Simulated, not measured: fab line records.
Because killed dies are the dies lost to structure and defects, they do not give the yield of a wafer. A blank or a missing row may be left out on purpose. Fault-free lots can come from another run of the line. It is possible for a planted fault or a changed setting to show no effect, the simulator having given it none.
Which tool is to blame? / flow rit-cmos / 14 lots, 42 wafers sampled, at 2 steps of a route of 202

== WHAT THE GAUGES READ, wafer by wafer ==
No reading from a measuring or inspecting step in the record can be judged against a usual standard deviation.

== WHICH TOOL RAN EACH LOT (tool, then ch and the chambers of the sampled wafers, then the start) ==
lot=L218; RIT_CONTACT_SOFTBAKE_04=litho-track-01 ch 0, day 3 09:08; RIT_M1_PROBE_99=-
lot=L220; RIT_CONTACT_SOFTBAKE_04=litho-track-01 ch 0, day 3 18:29; RIT_M1_PROBE_99=-
lot=L221; RIT_CONTACT_SOFTBAKE_04=litho-track-01 ch 0, day 4 00:43; RIT_M1_PROBE_99=-
lot=L222; RIT_CONTACT_SOFTBAKE_04=litho-track-03 ch 0, day 4 05:16; RIT_M1_PROBE_99=-
lot=L223; RIT_CONTACT_SOFTBAKE_04=litho-track-01 ch 0, day 4 10:04; RIT_M1_PROBE_99=-
lot=L224; RIT_CONTACT_SOFTBAKE_04=litho-track-04 ch 0, day 4 16:34; RIT_M1_PROBE_99=-
lot=L226; RIT_CONTACT_SOFTBAKE_04=litho-track-04 ch 0, day 5 03:22; RIT_M1_PROBE_99=-
lot=L227; RIT_CONTACT_SOFTBAKE_04=litho-track-01 ch 0, day 5 06:44; RIT_M1_PROBE_99=-
lot=L235; RIT_CONTACT_SOFTBAKE_04=litho-track-03 ch 0, day 6 18:46; RIT_M1_PROBE_99=prober-01, day 7 00:37
lot=L237; RIT_CONTACT_SOFTBAKE_04=litho-track-04 ch 0, day 7 05:00; RIT_M1_PROBE_99=-
lot=L238; RIT_CONTACT_SOFTBAKE_04=litho-track-04 ch 0, day 7 08:41; RIT_M1_PROBE_99=-
lot=L239; RIT_CONTACT_SOFTBAKE_04=litho-track-04 ch 0, day 7 15:59; RIT_M1_PROBE_99=-
lot=L240; RIT_CONTACT_SOFTBAKE_04=litho-track-03 ch 0, day 7 20:00; RIT_M1_PROBE_99=-
lot=L241; RIT_CONTACT_SOFTBAKE_04=litho-track-01 ch 0, day 8 03:06; RIT_M1_PROBE_99=-
- RIT_CONTACT_SOFTBAKE_04: time 60 s.
- RIT_M1_PROBE_99

== WHAT THE TOOLS THEMSELVES READ (means of the sampled wafers that have a number; where no wafer has one, the mark that the record gives instead) ==
RIT_CONTACT_SOFTBAKE_04.
lot=L218; tool=litho-track-01; heater-power-total-W (W)=34.55; plate-temp-C (C)=90.04
lot=L220; tool=litho-track-01; heater-power-total-W (W)=34.52; plate-temp-C (C)=89.95
lot=L221; tool=litho-track-01; heater-power-total-W (W)=34.60; plate-temp-C (C)=89.81
lot=L222; tool=litho-track-03; heater-power-total-W (W)=34.59; plate-temp-C (C)=89.90
lot=L223; tool=litho-track-01; heater-power-total-W (W)=35.51; plate-temp-C (C)=91.70
lot=L224; tool=litho-track-04; heater-power-total-W (W)=34.57; plate-temp-C (C)=90.05
lot=L226; tool=litho-track-04; heater-power-total-W (W)=34.54; plate-temp-C (C)=90.02
lot=L227; tool=litho-track-01; heater-power-total-W (W)=35.54; plate-temp-C (C)=91.81
lot=L235; tool=litho-track-03; heater-power-total-W (W)=34.58; plate-temp-C (C)=89.96
lot=L237; tool=litho-track-04; heater-power-total-W (W)=34.59; plate-temp-C (C)=90.02
lot=L238; tool=litho-track-04; heater-power-total-W (W)=34.57; plate-temp-C (C)=90.04
lot=L239; tool=litho-track-04; heater-power-total-W (W)=34.58; plate-temp-C (C)=90.09
lot=L240; tool=litho-track-03; heater-power-total-W (W)=34.50; plate-temp-C (C)=90.01
lot=L241; tool=litho-track-01; heater-power-total-W (W)=34.52; plate-temp-C (C)=90.01

RIT_M1_PROBE_99.
lot=L235 tool=prober-01 killed-at-contacts=0.0 killed-at-front-end=7.0 killed-dies=7.0 killed-open=2.7 killed-short=4.3

== THE ANSWER, worked out from the rows above alone ==
Rule: the usual values come from the lots themselves. Put in order of their means at a reading, lots are off if they are a third of the lots or fewer, leave a main group of 4 or more, and stand apart from it by a gap of 3 or more times the standard deviation of the main group's means; of several such gaps the widest counts. If all means in a main group match to the digits the tables above print for the reading, that group is not used. Also off: a lot with no number at a reading for which 4 or more lots have one. All remaining lots with rows at the step are treated as sound. First the gauges in route order, then the tools' own readings, where a lot's mean is used as printed above. The first step at which some lot is off is used, and at that step the reading that is off furthest; a lot without a number counts as furthest.
Off, at RIT_CONTACT_SOFTBAKE_04 on heater-power-total-W: L223, L227. For the main group the mean is 34.56 W and the standard deviation 0.031.
A tool fits if, at that step or a process step before it, it ran every lot that is off, and no sound lot after the first of them. Not one of the candidates tried fits.

== WHAT WAS PUT IN BY THE SIMULATOR ==
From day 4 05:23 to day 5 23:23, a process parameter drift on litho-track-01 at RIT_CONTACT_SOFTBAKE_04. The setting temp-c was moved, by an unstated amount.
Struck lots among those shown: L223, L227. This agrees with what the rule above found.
